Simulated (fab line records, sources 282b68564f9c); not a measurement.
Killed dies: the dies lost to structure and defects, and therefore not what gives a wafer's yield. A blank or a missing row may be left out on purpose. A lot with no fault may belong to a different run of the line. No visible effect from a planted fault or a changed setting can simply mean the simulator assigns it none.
Which tool is to blame? -- flow rit-cmos -- 15 lots with 45 wafers sampled at 2 steps, on a route of 202 steps

WHAT EACH GAUGE READ, for each wafer
RIT_PRETRO_TW_MEAS_10.
lot,measured,on,PRETRO_TW
L418,day 2 07:56,film-metro-04,464 464 465
L419,day 2 12:58,film-metro-02,471 471 474
L421,day 2 22:24,film-metro-04,465 466 463
L422,day 3 04:14,film-metro-04,470 472 467
L430,day 5 00:20,film-metro-04,407 406 405
L431,day 5 03:16,film-metro-02,474 473 474
L432,day 5 06:36,film-metro-03,414 418 415
L433,day 5 12:08,film-metro-04,407 405 406
L435,day 5 20:26,film-metro-04,466 467 467
L436,day 6 01:58,film-metro-04,468 471 468
L437,day 6 06:43,film-metro-02,476 474 474
L438,day 6 11:44,film-metro-02,474 475 474
L439,day 6 16:17,film-metro-03,477 478 477
L440,day 6 22:16,film-metro-02,471 474 471
L441,day 7 02:37,film-metro-03,471 473 472

TOOL THAT RAN EACH LOT (tool first, then ch and the chambers of the sampled wafers, then the start)
lot,RIT_PRETRO_IMPLANT_08
L418,"implanter-04 ch 0, day 2 07:37"
L419,"implanter-04 ch 0, day 2 12:38"
L421,"implanter-01 ch 0, day 2 22:05"
L422,"implanter-03 ch 0, day 3 03:55"
L430,"implanter-03 ch 0, day 5 00:01"
L431,"implanter-04 ch 0, day 5 02:57"
L432,"implanter-03 ch 0, day 5 06:17"
L433,"implanter-03 ch 0, day 5 11:48"
L435,"implanter-01 ch 0, day 5 20:08"
L436,"implanter-04 ch 0, day 6 01:39"
L437,"implanter-04 ch 0, day 6 06:26"
L438,"implanter-01 ch 0, day 6 11:25"
L439,"implanter-04 ch 0, day 6 15:59"
L440,"implanter-04 ch 0, day 6 21:58"
L441,"implanter-04 ch 0, day 7 02:17"
- RIT_PRETRO_IMPLANT_08

WHAT THE TOOLS THEMSELVES READ (means of the sampled wafers that have a number; where no wafer has one, the mark that the record gives instead)
RIT_PRETRO_IMPLANT_08.
lot,tool,dose-ions-cm2,faraday-current-uA,tilt-deg (degrees)
L418,implanter-04,1.2e+13,37.6,6.979
L419,implanter-04,1.2e+13,38.5,6.987
L421,implanter-01,1.2e+13,37.8,6.982
L422,implanter-03,1.2e+13,37.9,7.014
L430,implanter-03,7.7e+12,24.6,7.009
L431,implanter-04,1.2e+13,37.3,6.981
L432,implanter-03,7.7e+12,24.5,6.979
L433,implanter-03,7.7e+12,24.1,7.000
L435,implanter-01,1.2e+13,37.8,6.994
L436,implanter-04,1.2e+13,38.4,7.002
L437,implanter-04,1.2e+13,38.2,6.993
L438,implanter-01,1.2e+13,38.1,6.993
L439,implanter-04,1.2e+13,37.7,7.005
L440,implanter-04,1.2e+13,38.4,7.016
L441,implanter-04,1.2e+13,38.2,6.983

THE ANSWER, worked out from the rows above alone
Rule: what is usual is taken from the lots themselves. The widest of any qualifying gaps counts: lots, ordered by their means at a reading, are off when they make up no more than a third of the lots, leave a main group of 4 or more, and stand apart from it by 3 or more times the standard deviation of that group's means. The tables above print the reading to a certain number of digits; a main group whose means all agree to those digits is not used. Also off: a lot with no number at a reading for which 4 or more lots have one. Any other lot the step has rows for is counted as sound. The gauges are gone through in route order, then the tools' own readings, and for those a lot's mean is taken as printed above. At the first step where some lot is off, the reading lying furthest off is the one used; lots without a number count as furthest.
Off: L430, L432, L433, seen at RIT_PRETRO_TW_MEAS_10 (PRETRO_TW). Main group: mean 471, sd 3.9.
If a tool, at a process step before that reading, ran all the lots that are off and no sound lot after the first of them, it fits. Not tried: the gauges at RIT_PRETRO_TW_MEAS_10; whatever is off there is also off at RIT_PRETRO_IMPLANT_08, on other tools, and gauge error can't account for it. One fits: RIT_PRETRO_IMPLANT_08 on implanter-03. Its last sound lot is L422 (day 3 03:55), its first lot that is off L430 (day 5 00:01): a fault that began between those two fits.
The tool's own readings at RIT_PRETRO_IMPLANT_08 bear it out: on the lots that are off they differ by more than 5 times the standard deviation of the sound lots' means. dose-ions-cm2 reads 7.7e+12 there against 1.2e+13 on the sound lots; faraday-current-uA reads 24.4 there against 38.0 on the sound lots.

WHAT THE SIMULATOR HAD INSERTED
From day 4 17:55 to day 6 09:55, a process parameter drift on implanter-03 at RIT_PRETRO_IMPLANT_08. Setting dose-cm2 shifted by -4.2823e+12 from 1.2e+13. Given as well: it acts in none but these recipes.
Struck lots among those shown: L430, L432, L433. Same finding as the rule above.
